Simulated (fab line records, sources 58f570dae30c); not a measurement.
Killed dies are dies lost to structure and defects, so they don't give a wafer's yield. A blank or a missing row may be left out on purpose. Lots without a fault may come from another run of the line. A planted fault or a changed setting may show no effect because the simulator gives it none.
Tool commonality check | flow berkeley_cmos170 | 16 lots, 48 wafers sampled

WHY IT WAS OPENED
At UCB170_GATE_THK_MEAS_05 the reading GATE_POLY_THK is flagged on 4 of 16 lots. Wafers without a fault read 214.8 nm, standard deviation 2.1.
Rule: a lot is flagged when every wafer of it that has a number lies more than 4 standard deviations from that mean, or none has a number. The other lots count as sound.

lot  | measured     | on            | GATE_POLY_THK (nm), wafer by wafer | flag
L329 | day 7 09:04  | film_metro-04 | 212.9 213.1 212.2                  |
L330 | day 8 00:20  | film_metro-04 | 172.9 173.5 175.0                  | FLAGGED
L333 | day 8 00:20  | film_metro-03 | 172.9 173.9 173.1                  | FLAGGED
L332 | day 8 00:22  | film_metro-02 | 173.3 173.6 174.3                  | FLAGGED
L331 | day 8 00:24  | film_metro-03 | 171.7 170.1 173.2                  | FLAGGED
L335 | day 8 15:37  | film_metro-04 | 217.1 217.7 217.6                  |
L336 | day 8 15:38  | film_metro-02 | 214.6 213.7 213.4                  |
L339 | day 8 23:01  | film_metro-02 | 212.9 215.3 215.4                  |
L343 | day 10 07:19 | film_metro-02 | 217.4 214.9 216.7                  |
L342 | day 10 07:23 | film_metro-02 | 212.1 213.5 212.5                  |
L345 | day 10 07:27 | film_metro-02 | 217.4 215.0 217.8                  |
L346 | day 10 07:31 | film_metro-02 | 216.4 215.0 215.2                  |
L347 | day 11 08:58 | film_metro-03 | 214.8 217.8 218.5                  |
L348 | day 11 09:00 | film_metro-04 | 213.0 211.1 213.9                  |
L351 | day 11 17:09 | film_metro-04 | 216.7 218.6 217.2                  |
L350 | day 11 17:11 | film_metro-03 | 213.6 213.5 213.9                  |
The numbers of the flagged lots are 173.1 nm on average: -41.7 nm against the usual, or -20 standard deviations.

WHICH TOOL RAN EACH LOT
The record holds 1 process step before the reading, out of a route of 331 steps. In each cell: the tool, then ch and the chambers that the sampled wafers went through, then the start.
lot  | flag    | UCB170_GATE_CVD_04
L329 |         | lpcvd-01 ch 1, day 7 07:38
L330 | FLAGGED | lpcvd-01 ch 1, day 7 22:56
L333 | FLAGGED | lpcvd-01 ch 1, day 7 22:56
L332 | FLAGGED | lpcvd-01 ch 0, day 7 22:56
L331 | FLAGGED | lpcvd-01 ch 0, day 7 22:56
L335 |         | lpcvd-02 ch 0, day 8 14:13
L336 |         | lpcvd-02 ch 0, day 8 14:13
L339 |         | lpcvd-02 ch 1, day 8 21:35
L343 |         | lpcvd-02 ch 0, day 10 05:55
L342 |         | lpcvd-02 ch 1, day 10 05:55
L345 |         | lpcvd-02 ch 0, day 10 05:55
L346 |         | lpcvd-02 ch 0, day 10 05:55
L347 |         | lpcvd-02 ch 0, day 11 07:34
L348 |         | lpcvd-02 ch 1, day 11 07:34
L351 |         | lpcvd-01 ch 1, day 11 15:45
L350 |         | lpcvd-01 ch 1, day 11 15:45
What these steps do:
- UCB170_GATE_CVD_04: deposits poly-Si from SiH4, time 1440 s, target thk 214 nm.
- UCB170_GATE_THK_MEAS_05

FLAGGED OVER TOTAL, TOOL BY TOOL (the gauges that took the reading come last)
step                    | tool          | lots run | flagged | share of the flagged lots | sound lots run after its first flagged lot
UCB170_GATE_CVD_04      | lpcvd-01      | 7        | 4       | all                       | 2 (L350,L351)
UCB170_GATE_CVD_04      | lpcvd-02      | 9        | 0       | none                      | -
UCB170_GATE_THK_MEAS_05 | film_metro-02 | 7        | 1       | some                      | 6 (L336,L339,L343,L342,L345,L346)
UCB170_GATE_THK_MEAS_05 | film_metro-03 | 4        | 2       | some                      | 2 (L347,L350)
UCB170_GATE_THK_MEAS_05 | film_metro-04 | 5        | 1       | some                      | 3 (L335,L348,L351)

WHAT THE TABLE ALLOWS
1 row of the table ran every flagged lot: lpcvd-01 at UCB170_GATE_CVD_04.
- lpcvd-01 at UCB170_GATE_CVD_04: 4 of its 7 lots flagged. Sound lots ran on it after the first flagged one (L350, L351), which a lasting fault on the whole tool wouldn't allow. On the flagged lots its readings are blank where sound lots have values: susceptor_temp_C.
No row of the table ran every flagged lot and no sound lot after the first.

WHAT THE SIMULATOR HAD PUT IN
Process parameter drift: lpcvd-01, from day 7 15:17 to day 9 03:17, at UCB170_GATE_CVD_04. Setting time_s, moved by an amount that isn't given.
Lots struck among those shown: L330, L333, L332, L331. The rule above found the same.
